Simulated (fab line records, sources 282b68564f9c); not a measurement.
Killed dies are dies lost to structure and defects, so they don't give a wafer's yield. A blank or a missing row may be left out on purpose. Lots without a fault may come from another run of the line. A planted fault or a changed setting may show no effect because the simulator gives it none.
A struck lot beside a sound one | flow rit_cmos | 21 steps out of a route of 202
Sound: wafers L147.1, L147.2, L147.6. Struck: wafers L160.3, L160.5, L160.6. The cause comes at the end.
At each step with rows: each side's tool, then ch and its chambers, then its first start. Under that, the readings that differ: sound wafers | struck wafers | difference of the means | sigmas: that difference in standard deviations of wafers without a fault.
alike: readings whose means differ by less than 2 such deviations, and words and numbers that are the same on both sides. not compared: withheld readings, readings that some wafer has no value for, bounds like >300 that may hide the same value, and numbers for which the record gives no deviation and whose values overlap.
The two part at a step that has a row with sigmas, a row that says differs or no value, or rows on one side only. Numbers that don't overlap but have no deviation are shown without sigmas and don't part them. A reading that every wafer of one side lacks parts them only if that side has two wafers or more.

first, 6 steps without rows for these wafers: RIT_NRETRO_HMDS_00 (prime time 60 s); RIT_NRETRO_COAT_01 (resist thk 1300 nm); RIT_NRETRO_SOFTBAKE_02 (time 60 s); RIT_NRETRO_EXPOSE_03 (exposes mask M4, target cd 43900 nm); RIT_NRETRO_PEB_04; RIT_NRETRO_DEVELOP_05 (develop time 68 s).
RIT_NRETRO_OVL_MEAS_06:
  sound on overlay-02, day 3 11:25; struck on overlay-02, day 6 09:00
  alike: NRETRO_OVL
then, 2 steps without rows for these wafers: RIT_NRETRO_HARDBAKE_07 (time 120 s); RIT_NRETRO_IMPLANT_08.
RIT_NRETRO_STRIP_09: strips in O2, time 180 s.
  sound on plasma_asher-02 ch 0,1, day 3 11:52; struck on plasma_asher-01 ch 0,1, day 6 09:29
  alike: drypump_motor_current_A
  not compared: rf_hours_counter_h
RIT_NRETRO_TW_MEAS_10:
  sound on film_metro-02, day 3 12:02; struck on film_metro-04, day 6 09:37
  alike: NRETRO_TW
then, 1 step without rows for these wafers: RIT_PRETRO_HMDS_00 (prime time 60 s).
RIT_PRETRO_COAT_01: resist thk 1300 nm.
  sound on litho_track-01 ch 0, day 3 12:14; struck on litho_track-04 ch 0, day 6 09:52
  reading                                     | sound          | struck          | difference | sigmas
  model.NOVOLAK_of_PRETRO_COAT_01.thk_nm (nm) | 1302 1302 1301 | 260.1 260 259.3 | -1041.9    |
  alike: chill_plate_temp_C
then, 4 steps without rows for these wafers: RIT_PRETRO_SOFTBAKE_02 (time 60 s); RIT_PRETRO_EXPOSE_03 (exposes mask M5, target cd 43700 nm); RIT_PRETRO_PEB_04; RIT_PRETRO_DEVELOP_05 (develop time 68 s).
RIT_PRETRO_OVL_MEAS_06:
  sound on overlay-02, day 3 13:06; struck on overlay-02, day 6 10:41
  alike: PRETRO_OVL
RIT_PRETRO_HARDBAKE_07: time 120 s.
  sound on litho_track-04 ch 0, day 3 13:08; struck on litho_track-04 ch 0, day 6 10:47
  reading                                     | sound          | struck            | difference | sigmas
  model.NOVOLAK_of_PRETRO_COAT_01.thk_nm (nm) | 1139 1139 1138 | 234.3 234.3 233.6 | -904.6     |
  alike: chill_plate_temp_C
then, 1 step without rows for these wafers: RIT_PRETRO_IMPLANT_08.
RIT_M1_PROBE_99:
  sound on prober-01, day 4 18:01; struck on prober-02, day 7 21:14
  reading                                | sound             | struck            | difference | sigmas
  model.etest.pmos_0p3.r_on_ohm_um       | 6482 6555 6552    | 5563 5530 5452    | -1015      |
  model.etest.pmos_turned.r_on_ohm_um    | 3675 3713 3685    | 2886 3028 2891    | -756       |
  model.etest.pmos_0p15.r_on_ohm_um      | 2948 2993 2982    | 2395 2454 2393    | -560       |
  model.etest.pmos_0p15.drive_ua_um      | 237.8 236.3 236.2 | 321 308.4 326.1   | +82        |
  model.etest.pmos_turned.drive_ua_um    | 174 174 173.8     | 252.6 237.7 255.9 | +74.8      |
  model.etest.pmos_narrow.drive_ua_um    | 96.03 93.52 94.2  | 132 133.7 135.3   | +39        |
  model.etest.pmos_0p3.drive_ua_um       | 96.56 94.65 94.62 | 127.5 128.1 130   | +33.3      |
  model.etest.well_edge_left.line_ohm_um | 182.8 183 184.4   | 196.6 195.1 196.6 | +12.7      |
  alike: killed_at_contacts, killed_at_front_end, killed_dies, killed_open, killed_short

WHERE THEY PART
Nowhere in this record.

WHY: what the simulator had put in
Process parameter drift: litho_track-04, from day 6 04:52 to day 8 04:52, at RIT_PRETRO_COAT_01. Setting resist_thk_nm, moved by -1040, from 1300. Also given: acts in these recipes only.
